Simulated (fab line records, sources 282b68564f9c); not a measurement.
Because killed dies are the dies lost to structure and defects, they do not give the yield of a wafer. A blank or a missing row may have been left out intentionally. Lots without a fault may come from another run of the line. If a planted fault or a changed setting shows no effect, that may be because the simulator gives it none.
A lot that was struck, set against a sound lot + flow ritCmos + 42 steps out of a route of 202
Sound: the wafers L673.2, L673.4, L673.6. Wafers L678.2, L678.4, L678.5 were the ones struck. The cause is named last.
Each step with rows lists, per side, the tool, then ch with its chambers, then its first start. Under that, the readings that differ: sound wafers + struck wafers + difference of the means + sigmas: that difference in standard deviations of wafers without a fault.
alike: same words and numbers on both sides, and readings whose means sit less than 2 such deviations apart. not compared: any withheld reading, any reading some wafer has no value for, any bound like >300 that may hide the same value, and any number with overlapping values for which the record gives no deviation.
The two part at a step that has a row with sigmas, a row that says differs or no value, or rows on one side only. Numbers that don't overlap but have no deviation are shown without sigmas and don't part them. A reading that every wafer of one side lacks parts them only if that side has two wafers or more.

first, 2 steps without rows for these wafers: RIT_NWELL_HARDBAKE_07 (time 120 s); RIT_NWELL_IMPLANT_08.
RIT_NWELL_STRIP_09: strips in O2, time 180 s.
  sound on plasmaAsher-04 ch 0,1, day 2 07:35; struck on plasmaAsher-04 ch 0,1, day 3 20:52
  alike: drypumpMotorCurrentA
  not compared: rfHoursCounterH
RIT_NWELL_TW_MEAS_10:
  sound on filmMetro-01 at day 2 07:47; struck on filmMetro-01 at day 3 21:04
  alike: NWELL_TW
then, 6 steps without rows for these wafers: RIT_PWELL_HMDS_00 (prime time 60 s); RIT_PWELL_COAT_01 (resist thk 1300 nm); RIT_PWELL_SOFTBAKE_02 (time 60 s); RIT_PWELL_EXPOSE_03 (exposes mask M3, target cd 43700 nm); RIT_PWELL_PEB_04; RIT_PWELL_DEVELOP_05 (develop time 68 s).
RIT_PWELL_OVL_MEAS_06:
  sound on overlay-01 at day 2 08:50; struck on overlay-02 at day 3 22:30
  alike: PWELL_OVL
then, 1 step without rows for these wafers: RIT_PWELL_HARDBAKE_07 (time 120 s).
RIT_PWELL_IMPLANT_08:
  sound on implanter-03 ch 0, day 2 09:08; struck on implanter-04 ch 0, day 3 22:53
| reading                  | sound                | struck               | difference | sigmas      |
|--------------------------|----------------------|----------------------|------------|-------------|
| beamEnergyKeV            | 170.03 170.04 170.04 | 118.92 118.89 118.95 | -51.12     | -99 or more |
| model.implant.rpNm (nm)  | 478.3 478.3 478.3    | 359.7 359.7 359.7    | -118.6     |             |
| model.implant.drpNm (nm) | 102.9 102.9 102.9    | 89.74 89.74 89.74    | -13.16     |             |
RIT_PWELL_STRIP_09: strips in O2, time 180 s.
  sound on plasmaAsher-03 ch 0,1, day 2 09:16; struck on plasmaAsher-01 ch 1, day 3 23:00
  alike: drypumpMotorCurrentA
  not compared: rfHoursCounterH
RIT_PWELL_TW_MEAS_10:
  sound on filmMetro-01 at day 2 09:27; struck on filmMetro-02 at day 3 23:11
| reading  | sound       | struck      | difference | sigmas |
|----------|-------------|-------------|------------|--------|
| PWELL_TW | 958 953 956 | 920 918 920 | -36        | -5     |
  not compared: hold
RIT_WELLDRIVE_RS_MEAS_01: a four-point-probe measurement.
  sound on filmMetro-01 at day 2 14:37; struck on filmMetro-01 at day 4 04:20
  alike: NWELL_RS
RIT_WELLDRIVE_RS_MEAS_02: a four-point-probe measurement.
  sound on filmMetro-01 at day 2 14:44; struck on filmMetro-01 at day 4 04:45
| reading           | sound             | struck            | difference | sigmas |
|-------------------|-------------------|-------------------|------------|--------|
| PWELL_RS (ohm/sq) | 430.4 428.6 429.4 | 442.2 443.8 442.8 | +13.5      | +11    |
  not compared: hold
then, 5 steps without rows for these wafers: RIT_NRETRO_COAT_01 (resist thk 1300 nm); RIT_NRETRO_SOFTBAKE_02 (time 60 s); RIT_NRETRO_EXPOSE_03 (exposes mask M4, target cd 43900 nm); RIT_NRETRO_PEB_04; RIT_NRETRO_DEVELOP_05 (develop time 68 s).
RIT_NRETRO_OVL_MEAS_06:
  sound on overlay-02 at day 2 15:50; struck on overlay-02 at day 4 10:19
  alike: NRETRO_OVL
then, 2 steps without rows for these wafers: RIT_NRETRO_HARDBAKE_07 (time 120 s); RIT_NRETRO_IMPLANT_08.
RIT_NRETRO_STRIP_09: strips in O2, time 180 s.
  sound on plasmaAsher-01 ch 0,1, day 2 16:16; struck on plasmaAsher-03 ch 0,1, day 4 10:44
  alike: drypumpMotorCurrentA
  not compared: rfHoursCounterH
RIT_NRETRO_TW_MEAS_10:
  sound on filmMetro-02 at day 2 16:27; struck on filmMetro-02 at day 4 10:56
  alike: NRETRO_TW
then, 6 steps without rows for these wafers: RIT_PRETRO_HMDS_00 (prime time 60 s); RIT_PRETRO_COAT_01 (resist thk 1300 nm); RIT_PRETRO_SOFTBAKE_02 (time 60 s); RIT_PRETRO_EXPOSE_03 (exposes mask M5, target cd 43700 nm); RIT_PRETRO_PEB_04; RIT_PRETRO_DEVELOP_05 (develop time 68 s).
RIT_PRETRO_OVL_MEAS_06:
  sound on overlay-01 at day 2 17:38; struck on overlay-01 at day 4 12:18
  alike: PRETRO_OVL
then, 2 steps without rows for these wafers: RIT_PRETRO_HARDBAKE_07 (time 120 s); RIT_PRETRO_IMPLANT_08.
RIT_PRETRO_STRIP_09: strips in O2, time 180 s.
  sound on plasmaAsher-04 ch 1, day 2 18:04; struck on plasmaAsher-04 ch 0,1, day 4 12:50
  alike: drypumpMotorCurrentA
  not compared: rfHoursCounterH
RIT_PRETRO_TW_MEAS_10:
  sound on filmMetro-01 at day 2 18:15; struck on filmMetro-01 at day 4 13:01
  alike: PRETRO_TW
RIT_GATE_WET_ETCH_00: etches SiO2 in BOE, target depth 56 nm, time 60 s.
  sound on wetBench-03 ch 1, day 2 18:18; struck on wetBench-03 ch 2, day 4 13:05
  not compared: model.SiO2_of_FOX2_OXIDATION_00.thkNm
then, 1 step without rows for these wafers: RIT_GATE_CLEAN_01 (cleans in SC1, time 600 s).
RIT_SILICIDE_WET_ETCH_00: etches SiO2 in BOE, target depth 14 nm, time 15 s.
  sound on wetBench-02 ch 2, day 3 12:59; struck on wetBench-02 ch 0, day 5 09:59
| reading                                    | sound           | struck            | difference | sigmas |
|--------------------------------------------|-----------------|-------------------|------------|--------|
| model.SiO2_of_FOX2_OXIDATION_00.thkNm (nm) | 152 152.6 154.7 | 144.7 144.5 150.4 | -6.6       |        |
RIT_M1_PROBE_99:
  sound on prober-01 at day 3 20:13; struck on prober-02 at day 5 16:50
  alike: killedAtContacts, killedAtFrontEnd, killedDies, killedOpen, killedShort

WHERE THEY PART
First at RIT_PWELL_IMPLANT_08; last, within this record, at RIT_WELLDRIVE_RS_MEAS_02. Later steps at which nothing parts them and some readings are alike: RIT_NRETRO_OVL_MEAS_06, RIT_NRETRO_STRIP_09, RIT_NRETRO_TW_MEAS_10, RIT_PRETRO_OVL_MEAS_06, RIT_PRETRO_STRIP_09, RIT_PRETRO_TW_MEAS_10, RIT_M1_PROBE_99.

WHY: what had been put in by the simulator
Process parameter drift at RIT_PWELL_IMPLANT_08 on implanter-04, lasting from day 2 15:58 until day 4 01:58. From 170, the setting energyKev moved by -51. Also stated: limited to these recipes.
